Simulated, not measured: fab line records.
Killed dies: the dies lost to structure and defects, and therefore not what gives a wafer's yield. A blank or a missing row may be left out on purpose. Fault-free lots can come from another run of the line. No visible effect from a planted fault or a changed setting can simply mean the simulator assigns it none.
fab line records	flow berkeleyCmos170
record lots=5	wafers=15	lastDay=12
route steps=331 shown SILICIDE@215 CONTACT@216 M1@238
lots untouched by any fault: they come from a run of this same line in which no faults occurred
startH: the number of hours between the record's first day and the start of the first shown wafer of the lot	waitH: hours since the lot's step before	" the same as in the row above	L1.1+2: a row that stands for several wafers	- no value, or no start was given	* or withheld: withheld	< > ~ a bound
route shown NAME@n: NAME is a module with steps in the file, n the number in the route of the first one	usual: mean and standard deviation over wafers with no fault	same: alike in all rows	chamber/n: place in a boat	sites: the reading at each site	_std_site: the standard deviation of these	_edge_site: mean of outer sites minus mean of inner sites	radiusMm: for every site, how far away it sits from the centre of the wafer	mask NAME#n: copy n	behind: the most recent tool/chamber to have shaped the wafer	hold: why the lot went on hold/how many hours it stayed there/how the hold came to an end	device: names the non-switching transistor (n, p or np)	end of line: tests of these same wafers at the route's end	a step given without rows: its recipe and nothing more	killed: not the wafer's yield, but the dies lost to structure and defects at the first sort	map: shows each die of a wafer: x if killed, . if not, _ if none is there
set.NAME: the run value of the setting; set.NAME@STEP: its run value at that earlier step	model.NAME: the simulator's own value behind a step, which no gauge read
lots at selected steps of the route; one table per step, one row per wafer
services: when a tool's chamber went out of use (startH, in hours from the record's first day, below 0 if earlier), for how many hours, and the reason
## steps
# step UCB170_SILICIDE_WET_ETCH_05
# recipe chemistry=SPM	timeS=45	tempC=120	target=Ti
lot.wafer	tool	chamber	startH	waitH
L084.1+3+5	wetBench-03	0	195.96	0.1
L089.2+3+4	wetBench-04	1	220.02	0.1
L090.1+4+5	wetBench-04	1	220.24	0.1
L094.1+4+5	wetBench-03	1	245.84	0.1
L097.1+5+6	wetBench-03	0	251.12	0.1
# step UCB170_CONTACT_CLEAN_00
# recipe chemistry=SPM	tempC=120	timeS=600
lot.wafer	tool	chamber	startH	waitH
L084.1+3+5	wetBench-03	1	195.98	0.0
L089.2+3+4	wetBench-04	0	220.04	0.0
L090.1+4+5	wetBench-04	0	220.27	0.0
L094.1+4+5	wetBench-03	2	245.86	0.0
L097.1+5+6	wetBench-03	0	251.15	0.0
# step UCB170_CONTACT_CVD_01
# recipe material=PSG	targetThkNm=700	tempC=450	precursor=SiH4/O2/PH3	timeS=2820	pressureMtorr=300	sih4FlowSccm=60	o2FlowSccm=90	ph3FlowSccm=25
# usual sih4FlowSccm=60.00/0.17	spikeTcLoadC=467.6/2.1
lot.wafer	tool	chamber	startH	waitH	sih4FlowSccm	spikeTcLoadC
L084.1	lpcvd-02	1	196.16	0.0	60.15	466.0
L084.3	"	1	"	"	59.94	465.5
L084.5	"	1	"	"	60.12	465.6
L089.2	lpcvd-01	1	220.22	0.0	60.04	470.9
L089.3	"	1	"	"	59.70	471.8
L089.4	"	1	"	"	59.78	470.9
L090.1	lpcvd-02	1	221.01	0.6	59.73	464.7
L090.4	"	1	"	"	59.92	466.5
L090.5	"	1	"	"	60.20	466.2
L094.1	lpcvd-01	0	246.03	0.0	59.94	467.9
L094.4	"	0	"	"	60.05	467.0
L094.5	"	0	"	"	59.90	467.1
L097.1	lpcvd-01	1	252.84	1.5	60.28	471.6
L097.5	"	1	"	"	59.97	472.3
L097.6	"	1	"	"	60.22	471.6
# step UCB170_CONTACT_THK_MEAS_02
# recipe reads=PSG_of_CONTACT_CVD_01
# usual CONTACT_PSG_THK=702/5.3
lot.wafer	tool	chamber	startH	waitH	CONTACT_PSG_THK[nm]
L084.1	filmMetro-01	-	197.94	0.0	706
L084.3	"	-	"	"	706
L084.5	"	-	"	"	704
L089.2	filmMetro-03	-	222.01	0.0	707
L089.3	"	-	"	"	700
L089.4	"	-	"	"	702
L090.1	filmMetro-01	-	222.79	0.0	698
L090.4	"	-	"	"	704
L090.5	"	-	"	"	704
L094.1	filmMetro-01	-	247.82	0.0	695
L094.4	"	-	"	"	694
L094.5	"	-	"	"	700
L097.1	filmMetro-02	-	254.63	0.0	705
L097.5	"	-	"	"	702
L097.6	"	-	"	"	700
# step UCB170_CONTACT_HMDS_03
# recipe primeTimeS=60	primeTempC=100
# usual chillPlateTempC=23.01/0.098
lot.wafer	tool	chamber	startH	waitH	chillPlateTempC
L084.1	lithoTrack-02	0	198.00	0.1	22.93
L084.3	"	0	"	"	22.93
L084.5	"	0	"	"	22.99
L089.2	lithoTrack-04	0	222.09	0.1	23.00
L089.3	"	0	"	"	23.00
L089.4	"	0	"	"	23.03
L090.1	lithoTrack-02	0	222.85	0.1	23.00
L090.4	"	0	"	"	22.93
L090.5	"	0	"	"	23.05
L094.1	lithoTrack-02	0	248.12	0.3	22.92
L094.4	"	0	"	"	22.93
L094.5	"	0	"	"	22.89
L097.1	lithoTrack-02	0	254.69	0.1	23.06
L097.5	"	0	"	"	23.01
L097.6	"	0	"	"	22.96
# step UCB170_CONTACT_COAT_04
# recipe resist=KrF	spinRpm=1500	resistThkNm=900
# usual chillPlateTempC=22.99/0.11
lot.wafer	tool	chamber	startH	waitH	chillPlateTempC
L084.1	lithoTrack-02	0	198.15	0.1	22.92
L084.3	"	0	"	"	22.94
L084.5	"	0	"	"	23.04
L089.2	lithoTrack-04	0	222.24	0.1	22.92
L089.3	"	0	"	"	23.05
L089.4	"	0	"	"	23.04
L090.1	lithoTrack-02	0	223.00	0.1	22.92
L090.4	"	0	"	"	22.94
L090.5	"	0	"	"	22.98
L094.1	lithoTrack-02	0	248.27	0.1	23.14
L094.4	"	0	"	"	22.96
L094.5	"	0	"	"	23.14
L097.1	lithoTrack-02	0	254.84	0.1	23.03
L097.5	"	0	"	"	22.97
L097.6	"	0	"	"	22.98
# step UCB170_CONTACT_SOFTBAKE_05
# recipe resist=KrF	tempC=130	timeS=60
# usual chillPlateTempC=23.01/0.1
lot.wafer	tool	chamber	startH	waitH	chillPlateTempC
L084.1	lithoTrack-02	0	198.30	0.1	22.81
L084.3	"	0	"	"	23.04
L084.5	"	0	"	"	23.01
L089.2	lithoTrack-04	0	222.39	0.1	23.02
L089.3	"	0	"	"	22.97
L089.4	"	0	"	"	23.11
L090.1	lithoTrack-02	0	223.15	0.1	22.99
L090.4	"	0	"	"	23.04
L090.5	"	0	"	"	22.84
L094.1	lithoTrack-02	0	248.42	0.1	22.95
L094.4	"	0	"	"	23.15
L094.5	"	0	"	"	23.34
L097.1	lithoTrack-02	0	254.99	0.1	23.00
L097.5	"	0	"	"	23.03
L097.6	"	0	"	"	23.00
# step UCB170_CONTACT_STRIP_06
# recipe chemistry=O2	powerW=400	pressureMtorr=3500	platenTempC=withheld	o2FlowSccm=400	overashFraction=0.5
# usual drypumpMotorCurrentA=5.6/0.43	oesProductAu=0.735/0.0048	stripTimeToEndpointS=21.96/0.063
# same overashFraction=0.5
lot.wafer	tool	chamber	startH	waitH	drypumpMotorCurrentA	oesProductAu	rfHoursCounterH	stripTimeToEndpointS
L084.1	plasmaAsher-04	0	198.45	0.1	6.2	0.727	47	22.01
L084.3	"	0	"	"	6.2	0.733	-	22.00
L084.5	"	0	"	"	6.2	0.743	-	21.95
L089.2	plasmaAsher-01	0	222.52	0.1	5.0	0.735	45	21.90
L089.3	"	0	"	"	5.0	0.739	-	21.98
L089.4	"	1	"	"	5.9	0.736	-	21.92
L090.1	plasmaAsher-04	1	223.30	0.1	5.5	0.740	51	21.87
L090.4	"	1	"	"	5.5	0.732	-	21.93
L090.5	"	0	"	"	6.2	0.738	-	21.87
L094.1	plasmaAsher-03	1	248.57	0.1	5.1	0.729	15	22.11
L094.4	"	0	"	"	5.5	0.730	-	22.03
L094.5	"	0	"	"	5.5	0.721	-	22.07
L097.1	plasmaAsher-04	0	255.14	0.1	6.2	0.733	54	22.06
L097.5	"	1	"	"	5.5	0.733	-	22.02
L097.6	"	0	"	"	6.2	0.732	-	22.00
# step UCB170_CONTACT_CLEAN_07
# recipe chemistry=SPM	tempC=120	timeS=600
lot.wafer	tool	chamber	startH	waitH
L084.1+3+5	wetBench-04	3	198.59	0.1
L089.2+3+4	wetBench-03	2	222.62	0.1
L090.1+4+5	wetBench-03	1	223.55	0.2
L094.1+4+5	wetBench-04	0	248.67	0.1
L097.1+5+6	wetBench-04	1	255.24	0.1
# step UCB170_CONTACT_RTA_08
# recipe tempC=900	timeS=10	ambient=N2
# usual lampPowerPct=24.2/3	wafer_temp_C_max=904.7/2.4
lot.wafer	tool	chamber	startH	waitH	lampPowerPct	wafer_temp_C_max
L084.1	rtpAnneal-02	0	198.77	0.0	27.4	902.1
L084.3	"	0	"	"	27.4	902.1
L084.5	"	0	"	"	27.4	902.7
L089.2	rtpAnneal-01	0	222.81	0.0	21.4	906.8
L089.3	"	0	"	"	21.5	908.8
L089.4	"	0	"	"	21.4	905.4
L090.1	rtpAnneal-01	0	223.73	0.0	21.5	906.1
L090.4	"	0	"	"	21.4	904.9
L090.5	"	0	"	"	21.4	906.4
L094.1	rtpAnneal-01	0	248.85	0.0	21.4	905.6
L094.4	"	0	"	"	21.4	907.2
L094.5	"	0	"	"	21.4	907.9
L097.1	rtpAnneal-02	0	255.41	0.0	27.4	902.3
L097.5	"	0	"	"	27.5	902.3
L097.6	"	0	"	"	27.4	902.5
# step UCB170_CONTACT_COAT_09
# recipe resist=BARC	tempC=withheld	timeS=withheld	spinRpm=3000	resistThkNm=withheld
# usual chillPlateTempC=*
lot.wafer	tool	chamber	startH	waitH	chillPlateTempC
L084.1	lithoTrack-02	0	198.83	0.1	*
L084.3	"	0	"	"	*
L084.5	"	0	"	"	*
L089.2	lithoTrack-03	0	223.05	0.2	*
L089.3	"	0	"	"	*
L089.4	"	0	"	"	*
L090.1	lithoTrack-04	0	223.89	0.1	*
L090.4	"	0	"	"	*
L090.5	"	0	"	"	*
L094.1	lithoTrack-02	0	248.91	0.1	*
L094.4	"	0	"	"	*
L094.5	"	0	"	"	*
L097.1	lithoTrack-04	0	255.59	0.2	*
L097.5	"	0	"	"	*
L097.6	"	0	"	"	*
# step UCB170_CONTACT_COAT_10
# recipe resist=KrF	spinRpm=1500	resistThkNm=900
# usual chillPlateTempC=23.00/0.11
lot.wafer	tool	chamber	startH	waitH	chillPlateTempC
L084.1	lithoTrack-02	0	-	-	22.91
L084.3	"	0	"	"	22.91
L084.5	"	0	"	"	22.84
L089.2	lithoTrack-03	0	-	-	23.16
L089.3	"	0	"	"	23.24
L089.4	"	0	"	"	23.23
L090.1	lithoTrack-04	0	-	-	23.09
L090.4	"	0	"	"	23.04
L090.5	"	0	"	"	22.94
L094.1	lithoTrack-02	0	-	-	23.02
L094.4	"	0	"	"	23.02
L094.5	"	0	"	"	23.08
L097.1	lithoTrack-04	0	-	-	22.94
L097.5	"	0	"	"	22.77
L097.6	"	0	"	"	23.00
# step UCB170_CONTACT_SOFTBAKE_11
# recipe resist=KrF	tempC=130	timeS=60
# usual chillPlateTempC=23.00/0.11
lot.wafer	tool	chamber	startH	waitH	chillPlateTempC
L084.1	lithoTrack-02	0	-	-	23.03
L084.3	"	0	"	"	22.98
L084.5	"	0	"	"	22.94
L089.2	lithoTrack-03	0	-	-	22.78
L089.3	"	0	"	"	22.84
L089.4	"	0	"	"	22.83
L090.1	lithoTrack-04	0	-	-	23.13
L090.4	"	0	"	"	22.89
L090.5	"	0	"	"	23.08
L094.1	lithoTrack-02	0	-	-	23.09
L094.4	"	0	"	"	22.94
L094.5	"	0	"	"	22.89
L097.1	lithoTrack-04	0	-	-	22.91
L097.5	"	0	"	"	23.01
L097.6	"	0	"	"	23.13
# step UCB170_CONTACT_EXPOSE_12
# recipe maskId=CONT	targetCdNm=700	na=0.5	sigmaOuter=0.6	sourceShape=conventional	doseMj=35
# usual exposureDoseMJCm2=34.98/0.035	reticleTempC=23.00/0.12
lot.wafer	tool	chamber	startH	waitH	mask	exposureDoseMJCm2	reticleTempC
L084.1	krfScanner-02	0	199.41	-	CONT#0	34.96	22.97
L084.3	"	0	"	"	CONT#0	34.99	22.99
L084.5	"	0	"	"	CONT#0	35.00	23.15
L089.2	krfScanner-01	0	223.62	-	CONT#0	35.02	23.13
L089.3	"	0	"	"	CONT#0	34.97	23.01
L089.4	"	0	"	"	CONT#0	35.03	23.24
L090.1	krfScanner-01	0	224.34	-	CONT#0	34.99	22.92
L090.4	"	0	"	"	CONT#0	34.94	23.12
L090.5	"	0	"	"	CONT#0	34.97	23.08
L094.1	krfScanner-01	0	249.36	-	CONT#0	35.00	23.00
L094.4	"	0	"	"	CONT#0	34.97	23.00
L094.5	"	0	"	"	CONT#0	35.03	22.94
L097.1	krfScanner-02	0	256.17	-	CONT#0	34.98	22.95
L097.5	"	0	"	"	CONT#0	34.94	22.93
L097.6	"	0	"	"	CONT#0	35.00	23.11
# step UCB170_CONTACT_PEB_13
# recipe pebTempC=130	pebTimeS=withheld	resist=KrF
# usual chillPlateTempC=22.99/0.12
lot.wafer	tool	chamber	startH	waitH	chillPlateTempC
L084.1	lithoTrack-02	0	199.53	0.1	22.89
L084.3	"	0	"	"	22.91
L084.5	"	0	"	"	22.98
L089.2	lithoTrack-02	0	223.74	0.1	23.05
L089.3	"	0	"	"	22.96
L089.4	"	0	"	"	23.20
L090.1	lithoTrack-04	0	224.46	0.1	23.24
L090.4	"	0	"	"	23.08
L090.5	"	0	"	"	23.05
L094.1	lithoTrack-02	0	249.48	0.1	23.16
L094.4	"	0	"	"	22.87
L094.5	"	0	"	"	23.14
L097.1	lithoTrack-04	0	256.31	0.1	22.98
L097.5	"	0	"	"	23.04
L097.6	"	0	"	"	23.00
# step UCB170_CONTACT_DEVELOP_14
# recipe developer=TMAH	developTimeS=45	resist=KrF	devTempC=21
# usual chillPlateTempC=23.03/0.11
lot.wafer	tool	chamber	startH	waitH	chillPlateTempC
L084.1	lithoTrack-02	0	-	-	23.02
L084.3	"	0	"	"	22.99
L084.5	"	0	"	"	23.01
L089.2	lithoTrack-02	0	-	-	23.19
L089.3	"	0	"	"	23.28
L089.4	"	0	"	"	23.12
L090.1	lithoTrack-04	0	-	-	23.00
L090.4	"	0	"	"	23.07
L090.5	"	0	"	"	22.94
L094.1	lithoTrack-02	0	-	-	23.00
L094.4	"	0	"	"	22.94
L094.5	"	0	"	"	23.03
L097.1	lithoTrack-04	0	-	-	22.99
L097.5	"	0	"	"	22.96
L097.6	"	0	"	"	22.86
# step UCB170_CONTACT_CD_MEAS_15
# recipe targetCdNm=700
# usual cdNm=699.8/1.5
lot.wafer	tool	chamber	startH	waitH	cdNm
L084.1	cdSem-02	-	199.80	-	703.6
L084.3	"	-	"	"	703.1
L084.5	"	-	"	"	703.0
L089.2	cdSem-01	-	224.01	-	697.7
L089.3	"	-	"	"	699.5
L089.4	"	-	"	"	698.2
L090.1	cdSem-01	-	224.73	-	700.3
L090.4	"	-	"	"	698.6
L090.5	"	-	"	"	698.7
L094.1	cdSem-02	-	249.76	-	697.8
L094.4	"	-	"	"	698.6
L094.5	"	-	"	"	697.9
L097.1	cdSem-01	-	256.59	-	700.3
L097.5	"	-	"	"	698.0
L097.6	"	-	"	"	700.8
# step UCB170_CONTACT_OVL_MEAS_16
# usual CONTACT_OVL=1/5.6
lot.wafer	tool	chamber	startH	waitH	CONTACT_OVL[nm]
L084.1	overlay-01	-	199.92	0.1	-5
L084.3	"	-	"	"	1
L084.5	"	-	"	"	-3
L089.2	overlay-02	-	224.12	0.1	-8
L089.3	"	-	"	"	-1
L089.4	"	-	"	"	-3
L090.1	overlay-01	-	224.85	0.1	4
L090.4	"	-	"	"	7
L090.5	"	-	"	"	4
L094.1	overlay-01	-	249.88	0.1	2
L094.4	"	-	"	"	13
L094.5	"	-	"	"	-3
L097.1	overlay-01	-	256.71	0.1	-8
L097.5	"	-	"	"	0
L097.6	"	-	"	"	-2
# step UCB170_CONTACT_ETCH_17
# recipe chemistry=N2/H2	targetDepthA=withheld	overetchA=withheld	target=BARC	timeS=withheld	sourceW=500	biasW=100	pressureMtorr=30	n2FlowSccm=100	h2FlowSccm=200
# usual drypumpMotorCurrentA=5.8/0.33	h2FlowSccm=200.0/0.65	oesProductAu=1.007/0.017	throttleValvePct=13.31/0.19
lot.wafer	tool	chamber	startH	waitH	drypumpMotorCurrentA	h2FlowSccm	oesProductAu	throttleValvePct
L084.1	rieDiel-02	0	199.96	0.0	5.5	199.2	1.024	13.33
L084.3	"	3	"	"	5.8	200.9	1.011	13.66
L084.5	"	3	"	"	5.8	200.2	1.010	13.66
L089.2	rieDiel-03	3	224.15	0.0	6.5	200.4	0.974	13.40
L089.3	"	2	"	"	6.0	199.4	0.979	13.51
L089.4	"	1	"	"	5.7	199.8	0.993	13.36
L090.1	rieDiel-02	3	224.89	0.0	5.8	200.6	1.020	13.66
L090.4	"	0	"	"	5.5	200.4	1.033	13.34
L090.5	"	3	"	"	5.9	200.3	1.012	13.66
L094.1	rieDiel-01	2	249.91	0.0	6.0	200.1	1.005	13.23
L094.4	"	0	"	"	6.2	200.4	1.033	13.12
L094.5	"	3	"	"	5.2	200.5	1.025	13.42
L097.1	rieDiel-01	3	256.74	0.0	5.2	199.7	1.011	13.43
L097.5	"	0	"	"	6.2	199.5	1.030	13.12
L097.6	"	1	"	"	5.4	199.6	0.989	13.14
# step UCB170_CONTACT_ETCH_18
# recipe chemistry=CHF3/CF4/Ar	target=PSG	stopOn=TiSi2	CHF3_flow_sccm=45	cf4FlowSccm=15	Ar_flow_sccm=150	pressureMtorr=200	rfW=700	targetDepthA=8400	overEtchFrac=0.2	timeS=195
# usual drypumpMotorCurrentA=5.8/0.33	oesProductAu=0.899/0.011	throttleValvePct=6.94/0.13
lot.wafer	tool	chamber	startH	waitH	drypumpMotorCurrentA	oesProductAu	rfHoursCounterH	throttleValvePct
L084.1	rieDiel-02	0	-	-	5.5	0.912	118	6.94
L084.3	"	3	"	"	5.8	0.898	104	7.18
L084.5	"	3	"	"	5.9	0.887	-	7.18
L089.2	rieDiel-03	3	-	-	6.5	0.894	0	6.91
L089.3	"	2	"	"	5.9	0.883	2	7.07
L089.4	"	1	"	"	5.7	0.905	23	7.04
L090.1	rieDiel-02	3	-	-	5.9	0.892	105	7.19
L090.4	"	0	"	"	5.5	0.918	-	6.93
L090.5	"	3	"	"	5.8	0.903	-	7.18
L094.1	rieDiel-01	2	-	-	5.9	0.880	83	6.86
L094.4	"	0	"	"	6.2	0.905	118	6.84
L094.5	"	3	"	"	5.2	0.894	-	7.07
L097.1	rieDiel-01	3	-	-	5.2	0.892	117	7.07
L097.5	"	0	"	"	6.2	0.921	-	6.85
L097.6	"	1	"	"	5.4	0.899	-	6.85
# step UCB170_CONTACT_STRIP_19
# recipe chemistry=O2	powerW=400	pressureMtorr=3500	platenTempC=withheld	o2FlowSccm=400	overashFraction=0.5
# usual drypumpMotorCurrentA=5.5/0.41	oesProductAu=0.726/0.0043
# same overashFraction=0.5
lot.wafer	tool	chamber	startH	waitH	drypumpMotorCurrentA	oesProductAu	rfHoursCounterH
L084.1	plasmaAsher-04	1	200.12	-	5.5	0.724	48
L084.3	"	0	"	"	6.2	0.729	-
L084.5	"	0	"	"	6.2	0.731	-
L089.2	plasmaAsher-03	1	224.31	-	5.1	0.723	13
L089.3	"	0	"	"	5.5	0.726	-
L089.4	"	1	"	"	5.1	0.725	-
L090.1	plasmaAsher-04	1	225.06	-	5.5	0.734	51
L090.4	"	1	"	"	5.5	0.727	-
L090.5	"	1	"	"	5.5	0.724	-
L094.1	plasmaAsher-04	0	250.08	-	6.2	0.725	54
L094.4	"	0	"	"	6.2	0.729	-
L094.5	"	0	"	"	6.2	0.726	-
L097.1	plasmaAsher-04	1	256.91	-	5.5	0.723	55
L097.5	"	0	"	"	6.2	0.723	-
L097.6	"	1	"	"	5.5	0.722	-
# step UCB170_CONTACT_CD_MEAS_90
# recipe targetCdNm=700
# usual cdNm=699.9/1.6
lot.wafer	tool	chamber	startH	waitH	cdNm
L084.1	cdSem-01	-	200.22	0.1	704.4
L084.3	"	-	"	"	702.4
L084.5	"	-	"	"	702.1
L089.2	cdSem-01	-	224.43	0.1	698.2
L089.3	"	-	"	"	699.9
L089.4	"	-	"	"	698.3
L090.1	cdSem-01	-	225.16	0.1	700.1
L090.4	"	-	"	"	698.1
L090.5	"	-	"	"	699.4
L094.1	cdSem-01	-	250.18	0.1	698.7
L094.4	"	-	"	"	698.4
L094.5	"	-	"	"	698.2
L097.1	cdSem-01	-	257.01	0.1	699.9
L097.5	"	-	"	"	697.6
L097.6	"	-	"	"	700.9
# step UCB170_CONTACT_CLEAN_20
# recipe chemistry=SPM	tempC=120	timeS=600
lot.wafer	tool	chamber	startH	waitH
L084.1+3+5	wetBench-04	1	200.34	0.1
L089.2+3+4	wetBench-04	3	224.74	0.3
L090.1+4+5	wetBench-04	2	225.55	0.4
L094.1+4+5	wetBench-03	2	250.30	0.1
L097.1+5+6	wetBench-04	3	257.13	0.1
# step UCB170_M1_SPUTTER_00
# recipe material=Al	targetThkNm=600	timeS=80	powerW=6000	chamberPressurePa=0.5
# usual chamberPressurePa=0.5001/0.001	throttleValvePct=30.1/0.94
lot.wafer	tool	chamber	startH	waitH	chamberPressurePa	throttleValvePct
L084.1	pvdSputter-04	-	200.52	0.0	0.5005	31.1
L084.3	"	-	"	"	0.4994	32.0
L084.5	"	-	"	"	0.4998	29.2
L089.2	pvdSputter-03	-	224.91	0.0	0.5009	30.6
L089.3	"	-	"	"	0.5006	30.6
L089.4	"	-	"	"	0.4996	28.9
L090.1	pvdSputter-01	-	225.73	0.0	0.4996	29.5
L090.4	"	-	"	"	0.4988	29.2
L090.5	"	-	"	"	0.5011	29.4
L094.1	pvdSputter-01	-	250.47	0.0	0.4995	29.6
L094.4	"	-	"	"	0.5000	29.7
L094.5	"	-	"	"	0.4999	29.1
L097.1	pvdSputter-04	-	257.31	0.0	0.5010	31.9
L097.5	"	-	"	"	0.4982	31.0
L097.6	"	-	"	"	0.5014	28.9
## services
tool	chamber	startH	hours	kind
plasmaAsher-04	-	172.07	9.8	repair
rieDiel-03	2	176.21	-	clean
rieDiel-03	2	176.21	16.4	scheduledDown
rieDiel-03	2	176.21	16.4	ventCycle
pvdSputter-04	-	178.76	4.6	repair
rieDiel-02	1	190.50	42.7	repair
plasmaAsher-01	-	193.04	16.4	repair
rieDiel-03	3	202.07	-	clean
rieDiel-03	3	202.07	15.4	scheduledDown
rieDiel-03	3	202.07	15.4	ventCycle
krfScanner-01	-	208.36	1.3	pm
krfScanner-01	0	210.28	-	calibration
wetBench-04	-	212.08	1.0	repair
lpcvd-01	-	212.12	2.8	pm
rtpAnneal-02	-	216.36	1.1	repair
krfScanner-02	-	224.08	1.3	pm
rtpAnneal-01	-	228.54	3.7	pm
rieDiel-02	3	233.41	6.3	repair
krfScanner-02	-	235.40	1.3	repair
lpcvd-02	-	241.91	2.8	pm
krfScanner-02	-	242.65	0.8	pm
plasmaAsher-01	-	249.44	28.1	pm
krfScanner-02	-	251.12	2.2	repair
krfScanner-02	-	254.15	1.0	pm
## key
fault none
